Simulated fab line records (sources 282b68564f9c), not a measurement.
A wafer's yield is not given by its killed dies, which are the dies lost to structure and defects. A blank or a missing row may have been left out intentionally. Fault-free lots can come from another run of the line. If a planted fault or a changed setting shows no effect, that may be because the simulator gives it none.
The tool behind it: which one? | flow rit cmos | 7 lots, 21 wafers sampled, at 2 steps of a route of 202

== WHAT THE GAUGES SHOWED, per wafer ==
RIT_ACTIVE_THK_MEAS_02.
lot  | measured    | on            | ACTIVE_OXIDE_THK (nm)
L463 | day 1 17:58 | film metro-04 | 46.0 45.7 45.4
L465 | day 2 03:29 | film metro-02 | 48.8 49.1 48.6
L467 | day 2 13:51 | film metro-01 | 46.5 46.6 46.7
L469 | day 2 23:41 | film metro-01 | 47.5 47.2 47.4
L471 | day 3 11:17 | film metro-02 | 54.6 54.3 54.4
L477 | day 4 15:37 | film metro-02 | 46.2 45.4 44.4
L484 | day 6 02:44 | film metro-02 | 46.8 46.2 47.0

== TOOL THAT RAN EACH LOT (tool first, then ch and the chambers of the sampled wafers, then the start) ==
lot  | RIT_ACTIVE_OXIDATION_01
L463 | furnace-04 ch 0, day 1 16:01
L465 | furnace-02 ch 0, day 2 01:32
L467 | furnace-04 ch 0, day 2 11:55
L469 | furnace-04 ch 0, day 2 21:44
L471 | furnace-04 ch 0, day 3 09:19
L477 | furnace-02 ch 0, day 4 13:41
L484 | furnace-04 ch 0, day 6 00:49
- RIT_ACTIVE_OXIDATION_01: target thk 46.8 nm, ox time 3360 s.

== THE ANSWER, worked out from the rows above alone ==
Rule: the usual values come from the lots themselves. The widest of any qualifying gaps counts: lots, ordered by their means at a reading, are off when they make up no more than a third of the lots, leave a main group of 4 or more, and stand apart from it by 3 or more times the standard deviation of that group's means. If all means in a main group match to the digits the tables above print for the reading, that group is not used. A lot without any number at a reading at which 4 lots or more have one is off too. All remaining lots with rows at the step are treated as sound.
Off: L471, seen at RIT_ACTIVE_THK_MEAS_02 (ACTIVE_OXIDE_THK). The main group has a mean of 46.8 nm with a standard deviation of 1.1.
A tool fits if, at a process step before that reading, it ran every lot that is off, and no sound lot after the first of them. Gauges at RIT_ACTIVE_THK_MEAS_02: tried the same way as those tools. None of those tried fits.

== WHAT THE SIMULATOR HAD PUT IN ==
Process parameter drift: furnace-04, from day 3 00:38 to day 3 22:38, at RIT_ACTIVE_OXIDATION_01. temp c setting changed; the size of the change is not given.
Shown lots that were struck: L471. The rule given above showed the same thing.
